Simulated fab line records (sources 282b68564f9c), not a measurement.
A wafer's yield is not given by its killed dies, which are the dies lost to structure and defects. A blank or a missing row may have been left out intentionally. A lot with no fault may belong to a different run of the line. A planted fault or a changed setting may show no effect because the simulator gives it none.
Which of the tools did it? + flow rit cmos + 7 lots, 21 wafers sampled, at 2 steps of a route of 202

## WHAT THE GAUGES READ, wafer by wafer
RIT_ACTIVE_THK_MEAS_04.
| lot  | measured    | on            | ACTIVE_NITRIDE_THK (nm)             |
|------|-------------|---------------|-------------------------------------|
| L274 | day 1 19:38 | film metro-03 | 151.8 152.9 153.6                   |
| L276 | day 2 06:18 | film metro-03 | 152.8 152.4 152.9                   |
| L279 | day 2 22:34 | film metro-02 | 150.8 150.4 150.4                   |
| L281 | day 3 05:32 | film metro-04 | 150.1 150.1 150.2                   |
| L284 | day 3 22:05 | film metro-04 | 151.4 152.5 150.4                   |
| L287 | day 4 12:18 | film metro-04 | 131.9 131.3 131.7 131.9 131.2 131.8 |
| L296 | day 6 09:35 | film metro-04 | 150.9 150.1 149.3                   |

## WHAT TOOL EACH LOT RAN ON (gives the tool, then ch and the chambers of the sampled wafers, and finally the start)
| lot  | RIT_ACTIVE_CVD_03          |
|------|----------------------------|
| L274 | lpcvd-01 ch 0, day 1 18:13 |
| L276 | lpcvd-01 ch 0, day 2 04:53 |
| L279 | lpcvd-02 ch 1, day 2 21:09 |
| L281 | lpcvd-01 ch 1, day 3 04:07 |
| L284 | lpcvd-01 ch 0, day 3 20:40 |
| L287 | lpcvd-02 ch 0, day 4 10:52 |
| L296 | lpcvd-01 ch 1, day 6 08:10 |
- RIT_ACTIVE_CVD_03: deposits Si3N4 from SiH2Cl2/NH3, target thk 150 nm, time 1500 s.

## THE ANSWER, worked out from the rows above alone
Rule: usual is defined by the lots themselves. Put in order of their means at a reading, lots are off if they are a third of the lots or fewer, leave a main group of 4 or more, and stand apart from it by a gap of 3 or more times the standard deviation of the main group's means; of several such gaps the widest counts. If all means in a main group match to the digits the tables above print for the reading, that group is not used. A lot without any number at a reading at which 4 lots or more have one is off too. All remaining lots with rows at the step are treated as sound.
Off: L287, seen at RIT_ACTIVE_THK_MEAS_04 (ACTIVE_NITRIDE_THK). The main group has a mean of 151.3 nm with a standard deviation of 1.1.
A tool fits if, at a process step before that reading, it ran every lot that is off, and no sound lot after the first of them. The gauges at RIT_ACTIVE_THK_MEAS_04 are tried like those tools. One fits: lpcvd-02 at RIT_ACTIVE_CVD_03. A fault onset in the window from L279 (day 2 21:09, its last sound lot) to L287 (day 4 10:52, its first lot off) fits.

## WHAT HAD BEEN PUT IN BY THE SIMULATOR
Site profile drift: lpcvd-02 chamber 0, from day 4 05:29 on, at RIT_ACTIVE_CVD_03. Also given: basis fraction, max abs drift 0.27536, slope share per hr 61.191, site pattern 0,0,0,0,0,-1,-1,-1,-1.
Shown lots that were struck: L287. The same result came from the rule above.
